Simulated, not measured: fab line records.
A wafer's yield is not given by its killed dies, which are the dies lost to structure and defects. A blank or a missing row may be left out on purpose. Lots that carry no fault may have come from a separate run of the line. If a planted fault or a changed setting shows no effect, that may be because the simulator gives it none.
One fault through the eyes of 2 desks	flow berkeley-cmos170	each desk holds nothing but its own numbers, with what lay behind them at the end

== FROM THE METROLOGY DESK ==
Means of the sampled wafers that have a number, per lot and without regard to the tool the lot ran on: this is what the gauges read. Marked OUT: a lot whose mean sits more than 4 standard deviations from the usual mean, which makes it out of limits; the brackets give that distance.
Columns: A = cd-nm at UCB170_V1_CD_MEAS_90, usual 700.2 nm
lot	first seen here	A
L933	day 7 08:13	700.3
L936	day 7 22:42	700.7
L935	day 7 22:55	700.6
L937	day 8 04:21	698.6
L938	day 8 08:14	701.2
L939	day 8 08:45	701.7
L940	day 8 09:13	701.2
L934	day 8 16:51	701.6
L942	day 9 03:14	701.3
L941	day 9 03:19	697.7
L944	day 9 10:55	698.7
L952	day 11 04:19	699.4
L951	day 11 04:53	699.3
L955	day 11 11:08	701.1
This desk found nothing out of limits on any of the 14 lots.

== THE TOOL OWNER'S DESK: plasma-asher-01 ==
The tool's own readings at UCB170_ZERO_STRIP_07 (strips in O2): means of the sampled wafers that have a number, for each lot that ran on this tool. Marked OUT: a lot whose mean sits more than 4 standard deviations from the usual mean, which makes it out of limits; the brackets give that distance.
Columns: A = drypump-motor-current-A at UCB170_ZERO_STRIP_07, usual 5.53 A; B = oes-product-au at UCB170_ZERO_STRIP_07, usual 0.727 a.u.; C = strip-time-to-endpoint-s at UCB170_ZERO_STRIP_07, usual 21.48 s
lot	first seen here	A	B	C
L934	day 2 02:22	5.40	0.725	21.57
L935	day 2 05:58	5.57	0.727	21.46
L938	day 2 23:04	5.39	0.727	21.48
L939	day 3 06:10	5.39	0.727	21.49
L940	day 3 11:54	5.39	0.733	21.36
L942	day 3 15:42	5.39	0.725	21.52
L944	day 4 06:31	5.21	0.726	21.49
This desk found nothing out of limits on any of the 7 lots.

== ALL TOGETHER ==
At the metrology desk, nothing out of limits was observed.
The desk of the tool owner found nothing out of limits.

== WHAT THE SIMULATOR HAD PUT IN ==
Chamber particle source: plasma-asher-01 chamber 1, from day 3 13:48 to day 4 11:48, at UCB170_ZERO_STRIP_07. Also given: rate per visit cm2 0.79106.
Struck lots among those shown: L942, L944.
